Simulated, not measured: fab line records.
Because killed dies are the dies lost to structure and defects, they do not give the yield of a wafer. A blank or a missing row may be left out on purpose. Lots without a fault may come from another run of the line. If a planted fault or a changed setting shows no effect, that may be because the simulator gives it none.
Chamber matching -- flow berkeleyCmos170 -- UCB170_V1_CMP_02 on cmp-01: 4 sister chambers
The step polishes SiO2. 16 wafers are shown with their chamber, then 8 later ones without.

WAFERS WITH THEIR CHAMBER
wafer,chamber,motorCurrentA (A),platenRpm (rpm)
L226.3,2,14.4,59.92
L226.5,3,17.7,60.06
L226.6,0,16.7,60.01
L227.1,2,14.5,60.03
L227.2,1,13.5,59.96
L227.5,1,12.1,60.00
L229.2,3,16.7,59.96
L229.3,1,12.8,59.96
L229.6,3,16.9,59.93
L230.2,0,17.0,59.96
L230.4,2,14.6,60.00
L230.5,3,17.3,60.03
L233.2,3,17.5,60.02
L233.4,0,16.7,59.95
L233.5,0,17.2,60.03
L236.2,3,17.2,60.06

SIGNATURES (means of the wafers above)
reading,chamber 0,chamber 1,chamber 2,chamber 3,scatter within a chamber
motorCurrentA,16.900,12.800,14.500,17.217,0.395
platenRpm,59.9875,59.9733,59.9833,60.0100,0.0469
Rule: distance of a wafer from a chamber = root of the sum over the readings of ((wafer's reading minus chamber's mean) / reading's scatter) squared. If the next closest chamber is less than 2 further off than the closest, the wafer can't be placed; otherwise it belongs to the closest. The scatter: the root of (the sum of the squares of (reading less its chamber's mean) over the shown wafers, divided by (wafers less chambers)).

WAFERS WHOSE CHAMBER IS MISSING
wafer,motorCurrentA (A),platenRpm (rpm)
L236.4,14.5,60.03
L236.5,17.5,59.96
L241.1,13.2,60.03
L241.2,14.1,60.01
L241.5,16.8,59.94
L240.2,15.9,59.96
L240.3,14.1,60.05
L240.6,16.9,59.95

WHICH CHAMBER EACH ONE RAN IN
wafer,from the rows above,in truth
L236.4,2,2
L236.5,can't be placed: 3 or 0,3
L241.1,can't be placed: 1 or 2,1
L241.2,2,2
L241.5,can't be placed: 0 or 3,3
L240.2,can't be placed: 0 or 3 or 2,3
L240.3,can't be placed: 2 or 1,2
L240.6,can't be placed: 0 or 3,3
Correct placement for 2 of the 8. Not placeable from these rows: 6 (in 6, the candidates include the true chamber). Wrongly placed: 0.
